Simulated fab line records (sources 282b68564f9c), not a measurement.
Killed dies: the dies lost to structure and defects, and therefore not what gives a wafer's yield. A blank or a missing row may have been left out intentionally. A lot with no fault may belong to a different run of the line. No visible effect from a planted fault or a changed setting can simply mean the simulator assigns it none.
fab line records ; flow rit_cmos
[record] lots = 5; wafers = 15; last_day = 7
route steps=202 shown NLDD@111 PLDD@114 M1@202
lots that met no fault: taken from a fault-free run of the same line
start_h: the number of hours between the record's first day and the start of the first shown wafer of the lot ; wait_h: hours from the lot's prior step to this one ; " repeats the value in the row above ; L1.1+2: a single row standing in for several wafers ; - no value present, or no start provided ; * or withheld: withheld ; < > ~ a bound
route shown NAME@n: a module of which the file shows steps, and the number in the route of the first ; usual: mean and standard deviation over wafers with no fault ; same: alike in all rows ; chamber/n: place in a boat ; sites: the reading at each site ; _std_site: how widely they spread, as a standard deviation ; _edge_site: the outer-site mean with the inner-site mean subtracted ; radius_mm: for every site, how far away it sits from the centre of the wafer ; mask NAME#n: copy n ; behind: the tool/chamber that last shaped the wafer ; hold: cause of the lot's hold/its duration in hours/its outcome ; device: names the non-switching transistor (n, p or np) ; end of line: tests of these same wafers at the route's end ; for a step that has no rows: nothing shown but its recipe ; killed: dies lost to structure and defects at the first sort, not the wafer's yield ; map: per-die view of a wafer (x killed, . not killed, _ where there is no die)
set.NAME: setting as actually run; set.NAME@STEP: the setting as run at that earlier step ; model.NAME: the simulator's own value behind a step, which no gauge read
certain route steps with their lots: each step a table, each wafer a row
services: from which hour (start_h, from the record's first day; less than 0 if before it) a tool's chamber was out of use, for how many hours, and why
[[steps]]
[step RIT_NLDD_IMPLANT_08]
[recipe] species = P; energy_kev = 20; dose_cm2 = 5e+14; tilt_deg = 7
[step RIT_NLDD_STRIP_09]
[recipe] chemistry = O2; time_s = 180; resist = NOVOLAK; platen_temp_c = withheld; power_w = 500; pressure_mtorr = 4000; o2_flow_sccm = 4000
[usual] drypump_motor_current_A = 5.39/0.27; o2_flow_sccm = 4000/13; run_length_s = 208.2/0.54
lot.wafer;tool;chamber;start_h;wait_h;drypump_motor_current_A;o2_flow_sccm;rf_hours_counter_h;run_length_s
L325.1;plasma_asher-01;0;56.94;0.1;5.83;3998;26;209.0
L325.3;plasma_asher-01;1;56.94;0.1;5.09;4008;-;209.0
L325.6;plasma_asher-01;0;56.94;0.1;5.80;3996;-;208.5
L329.1;plasma_asher-02;1;75.81;0.1;5.42;4022;42;207.5
L329.2;plasma_asher-02;0;75.81;0.1;5.61;3996;42;207.4
L329.5;plasma_asher-02;1;75.81;0.1;5.41;4024;-;207.6
L339.2;plasma_asher-02;0;123.55;0.1;5.58;4002;48;207.4
L339.4;plasma_asher-02;0;123.55;0.1;5.58;3984;-;207.9
L339.5;plasma_asher-02;1;123.55;0.1;5.43;3993;-;207.3
L341.2;plasma_asher-02;1;135.85;0.1;5.43;3997;49;207.4
L341.3;plasma_asher-02;1;135.85;0.1;5.44;4000;-;207.3
L341.5;plasma_asher-02;1;135.85;0.1;5.44;3983;-;207.6
L345.1;plasma_asher-03;0;155.85;0.1;5.14;4010;4;208.1
L345.3;plasma_asher-03;1;155.85;0.1;5.15;4017;-;208.2
L345.5;plasma_asher-03;0;155.85;0.1;5.15;4020;-;208.6
[step RIT_NLDD_TW_MEAS_10]
[usual] NLDD_TW = 2489/22
lot.wafer;tool;chamber;start_h;wait_h;NLDD_TW
L325.1;film_metro-02;-;57.11;0.1;2470
L325.3;film_metro-02;-;57.11;0.1;2460
L325.6;film_metro-02;-;57.11;0.1;2454
L329.1;film_metro-04;-;75.99;0.1;2521
L329.2;film_metro-04;-;75.99;0.1;2527
L329.5;film_metro-04;-;75.99;0.1;2525
L339.2;film_metro-04;-;123.73;0.1;2512
L339.4;film_metro-04;-;123.73;0.1;2519
L339.5;film_metro-04;-;123.73;0.1;2521
L341.2;film_metro-03;-;136.03;0.1;2488
L341.3;film_metro-03;-;136.03;0.1;2499
L341.5;film_metro-03;-;136.03;0.1;2506
L345.1;film_metro-02;-;156.02;0.1;2472
L345.3;film_metro-02;-;156.02;0.1;2491
L345.5;film_metro-02;-;156.02;0.1;2489
[step RIT_PLDD_HMDS_00]
[recipe] prime_time_s = 60; prime_temp_c = 140
[step RIT_PLDD_COAT_01]
[recipe] resist = NOVOLAK; spin_rpm = 3250; resist_thk_nm = 1000
[step RIT_PLDD_SOFTBAKE_02]
[recipe] resist = NOVOLAK; temp_c = 90; time_s = 60
[step RIT_PLDD_EXPOSE_03]
[recipe] mask_id = M8; na = 0.57; target_cd_nm = 40900; dose_mj = 250
[step RIT_PLDD_PEB_04]
[recipe] resist = NOVOLAK; temp_c = withheld; time_s = withheld
[step RIT_PLDD_DEVELOP_05]
[recipe] resist = NOVOLAK; develop_time_s = 50; dev_temp_c = 23
[step RIT_PLDD_OVL_MEAS_06]
[usual] PLDD_OVL = -1.9/1.3
lot.wafer;tool;chamber;start_h;wait_h;PLDD_OVL[nm]
L325.1;overlay-01;-;58.15;-;0.5
L325.3;overlay-01;-;58.15;-;1.1
L325.6;overlay-01;-;58.15;-;-0.2
L329.1;overlay-02;-;76.90;-;-2.7
L329.2;overlay-02;-;76.90;-;-2.6
L329.5;overlay-02;-;76.90;-;-4.1
L339.2;overlay-01;-;124.64;-;-3.2
L339.4;overlay-01;-;124.64;-;-1.6
L339.5;overlay-01;-;124.64;-;-2.3
L341.2;overlay-02;-;136.94;-;-2.1
L341.3;overlay-02;-;136.94;-;-2.8
L341.5;overlay-02;-;136.94;-;-3.4
L345.1;overlay-02;-;157.06;-;-1.4
L345.3;overlay-02;-;157.06;-;-3.5
L345.5;overlay-02;-;157.06;-;-2.4
[step RIT_PLDD_HARDBAKE_07]
[recipe] resist = NOVOLAK; temp_c = 140; time_s = 60
[step RIT_PLDD_IMPLANT_08]
[recipe] species = BF2; energy_kev = 20; dose_cm2 = 9e+14; tilt_deg = 7
[step RIT_PLDD_STRIP_09]
[recipe] chemistry = O2; time_s = 180; resist = NOVOLAK; platen_temp_c = withheld; power_w = 500; pressure_mtorr = 4000; o2_flow_sccm = 4000
[usual] drypump_motor_current_A = 5.7/0.62; o2_flow_sccm = 4000/14; run_length_s = 208.4/0.45
lot.wafer;tool;chamber;start_h;wait_h;drypump_motor_current_A;o2_flow_sccm;rf_hours_counter_h;run_length_s;model.NOVOLAK_of_PLDD_COAT_01.thk_nm
L325.1;plasma_asher-04;1;58.49;0.1;6.9;3959;43;209.1;0
L325.3;plasma_asher-04;1;58.49;0.1;6.9;3980;-;208.6;0
L325.6;plasma_asher-04;1;58.49;0.1;6.9;3989;-;209.1;0
L329.1;plasma_asher-01;0;77.23;0.1;5.8;3999;28;72.3;221.8
L329.2;plasma_asher-01;1;77.23;0.1;5.1;3994;28;72.4;222.5
L329.5;plasma_asher-01;0;77.23;0.1;5.8;4009;-;72.2;221.2
L339.2;plasma_asher-03;0;124.97;0.1;5.1;3982;1;208.4;0
L339.4;plasma_asher-03;0;124.97;0.1;5.2;3999;-;208.1;0
L339.5;plasma_asher-03;0;124.97;0.1;5.2;4002;-;208.9;0
L341.2;plasma_asher-01;1;137.36;0.1;5.1;3999;35;208.7;0
L341.3;plasma_asher-01;0;137.36;0.1;5.8;3975;-;208.9;0
L341.5;plasma_asher-01;0;137.36;0.1;5.8;3990;-;208.7;0
L345.1;plasma_asher-01;1;157.40;0.1;5.1;4008;37;208.8;0
L345.3;plasma_asher-01;0;157.40;0.1;5.8;4010;-;208.9;0
L345.5;plasma_asher-01;0;157.40;0.1;5.8;4008;-;209.0;0
[step RIT_PLDD_TW_MEAS_10]
[usual] PLDD_TW = 2357/21
lot.wafer;tool;chamber;start_h;wait_h;PLDD_TW
L325.1;film_metro-03;-;58.66;0.1;2362
L325.3;film_metro-03;-;58.66;0.1;2359
L325.6;film_metro-03;-;58.66;0.1;2347
L329.1;film_metro-03;-;77.41;0.1;2348
L329.2;film_metro-03;-;77.41;0.1;2349
L329.5;film_metro-03;-;77.41;0.1;2338
L339.2;film_metro-03;-;125.16;0.1;2351
L339.4;film_metro-03;-;125.16;0.1;2358
L339.5;film_metro-03;-;125.16;0.1;2359
L341.2;film_metro-04;-;137.55;0.1;2383
L341.3;film_metro-04;-;137.55;0.1;2371
L341.5;film_metro-04;-;137.55;0.1;2389
L345.1;film_metro-02;-;157.57;0.1;2357
L345.3;film_metro-02;-;157.57;0.1;2347
L345.5;film_metro-02;-;157.57;0.1;2355
[step RIT_M1_PROBE_99]
[usual] killed_at_M0_to_M3 = 0.0/0.12; killed_at_contacts = 0.0/0.16; killed_at_front_end = 7.1/2.7; killed_dies = 7.2/2.7; killed_on_rim = 1.9/1.2; killed_open = 3.5/1.9; killed_short = 3.6/1.9
[same] gross_dies = 264; killed_at_M4_up = 0; killed_at_back_side = 0; killed_at_other = 0
lot.wafer;tool;chamber;start_h;wait_h;hold;killed_at_M0_to_M3;killed_at_contacts;killed_at_front_end;killed_dies;killed_on_rim;killed_open;killed_short
L325.1;prober-02;-;72.23;0.1;-;0;0;7;7;3;2;5
L325.3;prober-02;-;72.33;0.2;-;0;0;5;5;2;0;5
L325.6;prober-02;-;72.48;0.2;-;0;0;4;4;0;1;3
L329.1;prober-02;-;91.79;0.1;await_dispo/8.0h/scrap;0;1;263;264;70;3;4
L329.2;prober-02;-;91.84;0.1;await_dispo/8.0h/scrap;1;0;263;264;70;3;5
L329.5;prober-02;-;91.99;0.2;await_dispo/8.0h/scrap;0;0;264;264;70;7;2
L339.2;prober-02;-;138.87;0.1;-;0;0;7;7;3;2;5
L339.4;prober-02;-;138.97;0.2;-;0;0;10;10;3;4;6
L339.5;prober-02;-;139.02;0.2;-;0;1;9;10;2;5;5
L341.2;prober-02;-;151.62;0.1;-;0;0;16;16;0;6;9
L341.3;prober-02;-;151.67;0.2;-;0;0;4;4;0;3;1
L341.5;prober-02;-;151.77;0.2;-;0;0;7;7;1;5;2
L345.1;prober-02;-;171.82;0.1;-;0;0;6;6;1;3;3
L345.3;prober-02;-;171.92;0.2;-;0;0;7;7;4;6;1
L345.5;prober-02;-;172.02;0.2;-;0;0;1;1;0;0;1
// killed by level:class
L325.1 GATE:geometric_particle:short=2 SPACER:geometric_particle:short=2 FOX2:geometric_particle:open=1 GATE:geometric_particle:open=1 REOX:geometric_particle:short=1
L325.3 GATE:geometric_particle:short=2 FOX1:geometric_particle:short=1 FOX2:geometric_particle:short=1 SILICIDE:geometric_particle:short=1
L325.6 FOX2:geometric_particle:short=1 GATE:geometric_particle:short=1 REOX:geometric_particle:open=1 SILICIDE:geometric_particle:short=1
L329.1 SPACER:area_cvd=257 GATE:geometric_particle:short=2 REOX:geometric_particle:short=2 FOX1:geometric_particle:open=1 REOX:geometric_particle:open=1 CONTACT:geometric_particle:open=1
L329.2 SPACER:area_cvd=255 REOX:geometric_particle:short=2 SILICIDE:geometric_particle:open=2 SILICIDE:geometric_particle:short=2 FOX1:geometric_particle:short=1 REOX:geometric_particle:open=1 M1:coat_microbubble_printed=1
L329.5 SPACER:area_cvd=255 FOX1:geometric_particle:open=2 GATE:geometric_particle:short=2 SILICIDE:geometric_particle:open=2 GATE:geometric_particle:open=1 REOX:geometric_particle:open=1 SPACER:geometric_particle:open=1
L339.2 REOX:geometric_particle:short=2 FOX1:geometric_particle:short=1 FOX2:geometric_particle:short=1 GATE:geometric_particle:short=1 REOX:geometric_particle:open=1 SILICIDE:geometric_particle:open=1
L339.4 GATE:geometric_particle:short=4 GATE:geometric_particle:open=3 SPACER:geometric_particle:short=1 SILICIDE:geometric_particle:short=1 SILICIDE:geometric_particle:open=1
L339.5 GATE:geometric_particle:short=2 REOX:geometric_particle:open=2 FOX1:geometric_particle:open=1 FOX1:geometric_particle:short=1 FOX2:geometric_particle:short=1 SILICIDE:geometric_particle:open=1 SILICIDE:geometric_particle:short=1 CONTACT:geometric_particle:open=1
L341.2 GATE:geometric_particle:short=5 GATE:geometric_particle:open=4 REOX:geometric_particle:short=3 SPACER:geometric_particle:open=2 FOX2:geometric_particle:short=1 NSD:coat_microbubble_printed=1
L341.3 FOX1:geometric_particle:open=1 GATE:geometric_particle:short=1 GATE:geometric_particle:open=1 SPACER:geometric_particle:open=1
L341.5 GATE:geometric_particle:open=3 FOX2:geometric_particle:open=1 FOX2:geometric_particle:short=1 GATE:geometric_particle:short=1 SPACER:geometric_particle:open=1
L345.1 SPACER:geometric_particle:short=2 FOX2:geometric_particle:open=1 GATE:geometric_particle:open=1 REOX:geometric_particle:short=1 SPACER:geometric_particle:open=1
L345.3 GATE:geometric_particle:open=4 FOX1:geometric_particle:open=1 REOX:geometric_particle:open=1 SPACER:geometric_particle:short=1
L345.5 REOX:geometric_particle:short=1
// map L329.1 (x killed, . not)
________xxxxxxx_______
_____xxxxxxxxxxxxx____
____xxxxxxxxxxxxxxx___
___xxxxxxxxxxxxxxxxx__
__xxxxxxxxxxxxxxxxxxx_
__xxxxxxxxxxxxxxxxxxx_
_xxxxxxxxxxxxxxxxxxxxx
_xxxxxxxxxxxxxxxxxxxxx
_xxxxxxxxxxxxxxxxxxxxx
_xxxxxxxxxxxxxxxxxxxxx
__xxxxxxxxxxxxxxxxxxx_
__xxxxxxxxxxxxxxxxxxx_
___xxxxxxxxxxxxxxxxx__
____xxxxxxxxxxxxxxx___
_____xxxxxxxxxxxxx____
________xxxxxxx_______
// map L345.3 (x killed, . not)
________......._______
_____.............____
____...............___
___...x..........x..__
__.................x._
__..................._
_.....................
_....................x
_.....................
_.....................
__..................._
__..............x...x_
___...............x.__
____...............___
_____.............____
________......._______
[[services]]
tool;chamber;start_h;hours;kind
plasma_asher-01;-;40.98;2.3;repair
plasma_asher-02;-;41.58;7.8;repair
plasma_asher-03;-;108.75;9.0;pm
plasma_asher-03;0;108.75;9.0;vent_cycle
plasma_asher-03;1;108.75;9.0;vent_cycle
plasma_asher-02;-;109.58;2.8;pm
plasma_asher-03;0;117.75;-;clean
plasma_asher-03;1;117.75;-;clean
[[key]]
[first_sign] step = RIT_PLDD_STRIP_09; reading = run_length_s; direction = down; sigmas = 99+; usual = *; struck = *
[effect] step = RIT_M1_PROBE_99; reading = killed_dies; direction = up; sigmas = 95; usual = 7.2; struck = 264
[model_effect] step = RIT_PLDD_STRIP_09; value = NOVOLAK_of_PLDD_COAT_01.thk_nm; without = 0; struck = 221.9
[more_kills_born_at] RIT_SPACER_CVD_03@lpcvd-02 = 767
met_at RIT_PLDD_STRIP_09
struck_wafers L329.1,L329.2,L329.5
later_rows_left_out L329.1,L329.2,L329.5
tester_left_out L329
[fault] kind = strip_aborted; tool = plasma_asher-01; chamber = -; onset_h = 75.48; steps = RIT_PLDD_STRIP_09; offset = 0.6; end_h = 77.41
// tester_left_out: of these lots the tester's yield and bins aren't shown, on N5 and GAA mostly nor the transistor test; their killed dies are dies lost to structure and defects alone, not to doping, threshold or leakage, so they don't give the yield
// later_rows_left_out: the simulator's readings of these wafers behind a module that went badly wrong aren't trusted and aren't shown, but for the sort
